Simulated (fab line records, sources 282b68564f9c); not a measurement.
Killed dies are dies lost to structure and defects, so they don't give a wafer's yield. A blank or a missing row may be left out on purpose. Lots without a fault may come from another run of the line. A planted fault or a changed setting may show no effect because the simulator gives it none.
Split-lot experiment | flow rit_cmos | 5 lots, 23 wafers read, on a route of 202 steps

THE SPLIT
At RIT_M1_EXPOSE_06 (exposes mask M12, target cd 2600 nm), the setting dose_mj was moved away from the recipe's 250 on 11 of the 23 wafers read, by -7.0% to +6.5%. The other wafers ran this setting at the recipe's value.

FROM THE SPLIT TO THE READING: what the file shows between them, 6 steps
- RIT_M1_PEB_07
- RIT_M1_DEVELOP_08: develop time 68 s
- RIT_M1_CD_MEAS_09: target cd 2600 nm
- RIT_M1_METAL_ETCH_12: etches Al in Cl2/BCl3, stops on SiO2, time 165 s, target depth 600 nm (also split here: pressure_mtorr)
- RIT_M1_STRIP_13: strips in nmp, time 600 s
- RIT_M1_STRIP_14: strips in O2, time 180 s

THE READING
cd_nm, in nm, at RIT_M1_CD_MEAS_90 (target cd 2600 nm). Fault-free wafers of this fab line usually give 2600 nm, standard deviation 3.4 nm.

wafer  | tool, chamber at the split | dose_mj as run | against the recipe | cd_nm, nm | against lot-mates on the recipe
L078.1 | iline_stepper-01, 0        | 266.2          | +6.5%              | 2585      | -18
L078.2 | iline_stepper-01, 0        | 266.2          | +6.5%              | 2584      | -19
L078.3 | iline_stepper-01, 0        | 266.2          | +6.5%              | 2587      | -16
L078.5 | iline_stepper-01, 0        | 250            | recipe             | 2602      | -
L078.6 | iline_stepper-01, 0        | 250            | recipe             | 2604      | -
L079.1 | iline_stepper-01, 0        | 255.1          | +2.0%              | 2592      | -7
L079.2 | iline_stepper-01, 0        | 255.1          | +2.0%              | 2594      | -5
L079.3 | iline_stepper-01, 0        | 255.1          | +2.0%              | 2595      | -4
L079.5 | iline_stepper-01, 0        | 250            | recipe             | 2599      | -
L079.6 | iline_stepper-01, 0        | 250            | recipe             | 2599      | -
L080.2 | iline_stepper-02, 0        | 250            | recipe             | 2600      | -
L080.4 | iline_stepper-02, 0        | 250            | recipe             | 2597      | -
L080.6 | iline_stepper-02, 0        | 250            | recipe             | 2596      | -
L081.2 | iline_stepper-02, 0        | 250            | recipe             | 2602      | -
L081.3 | iline_stepper-02, 0        | 232.6          | -7.0%              | 2623      | +21
L081.4 | iline_stepper-02, 0        | 232.6          | -7.0%              | 2623      | +21
L081.5 | iline_stepper-02, 0        | 250            | recipe             | 2601      | -
L081.6 | iline_stepper-02, 0        | 250            | recipe             | 2603      | -
L085.1 | iline_stepper-01, 0        | 239.3          | -4.3%              | 2608      | +9
L085.2 | iline_stepper-01, 0        | 250            | recipe             | 2601      | -
L085.3 | iline_stepper-01, 0        | 239.3          | -4.3%              | 2613      | +14
L085.4 | iline_stepper-01, 0        | 250            | recipe             | 2597      | -
L085.5 | iline_stepper-01, 0        | 239.3          | -4.3%              | 2612      | +13

THE FIT
A straight line over all 23 wafers: cd_nm changes by -2.7 nm for each +1% of dose_mj; r = -0.97; the points scatter about the line by 2.7 nm.
The same after taking each lot's own level away (the mean of its wafers on the recipe; 23 wafers): -2.83 nm for each +1%; r = -0.99; scatter 1.5 nm.
On that fit, the largest move of dose_mj shifts the reading by 20 nm.
The lots' own levels span 2597.7 to 2603.0 nm, that is 1.6 times the standard deviation above.
So the lot-to-lot level changes the slope little: the two slopes agree.
Check: with one of the wafers moved furthest among these (-7.0%) left out of the fit, the line predicts +19.7 nm for it against its lot-mates. It came out at +21 nm against them.

OTHER SPLITS ON THESE WAFERS
These wafers also went through other splits before the reading. Each is held against what the fit with the lots' levels taken away leaves over:
other split on the same wafers      | wafers away from the commonest value | r with cd_nm (lot level and that fit taken away)
RIT_M1_SPUTTER_00 time_s            | 9                                    | +0.04
RIT_M1_METAL_ETCH_12 pressure_mtorr | 15                                   | -0.04

THE WHOLE CHAIN: every reading that the file lists as answering this split, in the file's order
step                 | what it does                                                          | reading                                                   | change (the file's fit)              | r (the file's)
RIT_M1_CD_MEAS_09    | target cd 2600 nm                                                     | cd_nm                                                     | -2.92 nm for each +1% of the setting | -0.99
RIT_M1_METAL_ETCH_12 | etches Al in Cl2/BCl3, stops on SiO2, time 165 s, target depth 600 nm | M1.cd_nm (the simulator's own value, which no gauge read) | -2.91 nm for each +1% of the setting | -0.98
RIT_M1_CD_MEAS_90    | target cd 2600 nm                                                     | cd_nm                                                     | -2.89 nm for each +1% of the setting | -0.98

THE FILE'S OWN FIT
cd_nm changes by -2.89 nm for each +1% of dose_mj, r = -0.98.
